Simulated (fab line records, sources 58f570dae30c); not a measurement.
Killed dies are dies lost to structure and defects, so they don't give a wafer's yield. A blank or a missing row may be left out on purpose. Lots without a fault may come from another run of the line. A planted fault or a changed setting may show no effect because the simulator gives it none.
Chamber matching | flow berkeley_cmos170 | UCB170_V2_CVD_00 on pecvd-04: 3 sister chambers
The step deposits SiO2 from TEOS/O2, target thk 2000 nm, time 250 s. 6 wafers are shown with their chamber, then 7 later ones without.

WAFERS WITH THEIR CHAMBER
wafer  | chamber | heater_power_w (W)
L234.4 | 1       | 183
L238.5 | 1       | 190
L237.1 | 2       | 249
L246.2 | 2       | 269
L245.1 | 0       | 235
L245.3 | 0       | 177

WAFERS WITHOUT THEIR CHAMBER
wafer  | heater_power_w (W)
L245.5 | 183
L252.3 | 250
L252.5 | 186
L252.6 | 178
L253.2 | 275
L253.3 | 259
L253.5 | 255

WHICH CHAMBER EACH WENT THROUGH
wafer  | from the rows above     | in truth
L245.5 | can't be placed: 1 or 0 | 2
L252.3 | can't be placed: 2 or 0 | 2
L252.5 | can't be placed: 1 or 0 | 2
L252.6 | can't be placed: 1 or 0 | 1
L253.2 | 2                       | 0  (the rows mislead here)
L253.3 | 2                       | 2
L253.5 | can't be placed: 2 or 0 | 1
Placed correctly: 1 of 7. Can't be placed from these rows: 5 (the true chamber is among the candidates in 2). Placed wrongly: 1.
How it was worked out, from the rows above alone: a wafer's distance from a chamber is the root of the sum, over the readings, of the square of ((its reading less the chamber's mean) divided by the reading's scatter). The wafer belongs to the nearest chamber; if the next one is less than 2 further off, it can't be placed. A chamber's mean is the mean of its shown wafers. The scatter: the root of (the sum of the squares of (reading less its chamber's mean) over the shown wafers, divided by (wafers less chambers)).
